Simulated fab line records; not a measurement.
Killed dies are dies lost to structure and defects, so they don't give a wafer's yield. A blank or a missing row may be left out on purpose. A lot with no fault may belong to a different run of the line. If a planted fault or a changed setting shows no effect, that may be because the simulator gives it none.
8D (eight disciplines) problem report, filled in by code + flow berkeley_cmos170 + the parts of the form that need people (team, actions taken, sign-off) are left out

1. PROBLEM STATEMENT
Mean of run_length_s at UCB170_SPACER_ETCHBACK_03: 147.2 s across 9 wafers in 3 lots; on wafers with no fault it is 128.3 s (standard deviation 0.53). Relative to the usual mean, that is a shift of +36 standard deviations.
The step: etches SiO2 in CHF3/CF4/Ar, stops on Si, target depth 376 nm, time 100 s.
Seen first at day 9 03:22 on rie_diel-03, wafer L259.1. The record has a number at this step for 21 wafers belonging to 7 lots. By rule, "out" or "out of limits" means more than 4 standard deviations away from the usual mean. The rest of the wafers with a number are treated as sound.

2. WHAT THIS IS AND IS NOT
| question                    | is                           | is not                                                                   |
|-----------------------------|------------------------------|--------------------------------------------------------------------------|
| which readings at this step | run_length_s, oes_product_au | drypump_motor_current_A, throttle_valve_pct                              |
| which lots                  | L259, L261, L263             | L255, L256, L268, L274                                                   |
| which wafers of those lots  | all that have a number       | -                                                                        |
| read on which tools         | rie_diel-03                  | rie_diel-02, rie_diel-04                                                 |
| when                        | from day 9 03:22             | up to then (6 sound wafers); but 6 sound wafers of L268, L274 came after |

3. SUSPECTS, AND WHAT RULES EACH OUT
Counting: a tool at a process step up to the reading stays a suspect if it ran every lot that is out and no sound lot after the first of them.
- rie_diel-03 at UCB170_SPACER_ETCHBACK_03 (etches SiO2 in CHF3/CF4/Ar, stops on Si, target depth 376 nm, time 100 s): kept. All lots that are out passed through it, beginning with L259 at day 9 03:22, and no sound lot followed; its final sound lot before that point was L256 at day 8 00:44. Out on those wafers are its own readings of oes_product_au, run_length_s.
Remaining after the count: rie_diel-03 at UCB170_SPACER_ETCHBACK_03.

4. THE CAUSE (what the simulator had put in)
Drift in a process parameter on rie_diel-03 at UCB170_SPACER_ETCHBACK_03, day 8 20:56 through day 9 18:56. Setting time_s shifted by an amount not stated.
This tool alone remained once counting was done.

5. THE CHAIN OF EFFECTS, in route order
Rows list readings where the struck wafers' mean (over those with a number) sits beyond 3 standard deviations from the usual. Only readings whose record carries a usual standard deviation are examined. hours: median over the lots of the time between each lot's start at the first step of this table that gives one and its start at this step. sigmas: the change, counted in usual standard deviations.
| hours | step                      | reading        | usual      | on struck wafers | change | sigmas |
|-------|---------------------------|----------------|------------|------------------|--------|--------|
| 0     | UCB170_SPACER_ETCHBACK_03 | oes_product_au | 0.904 a.u. | 0.795            | -0.109 | -7.3   |
| 0     | UCB170_SPACER_ETCHBACK_03 | run_length_s   | 128.3 s    | 147.2            | +18.9  | +36    |
Here are the process steps it includes:
- UCB170_SPACER_ETCHBACK_03: etches SiO2 in CHF3/CF4/Ar, stops on Si, target depth 376 nm, time 100 s.

6. WHAT WOULD HAVE CAUGHT IT SOONER
First out-of-limits reading in this record: day 9 03:22, which is 6 hours after fault onset at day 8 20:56.
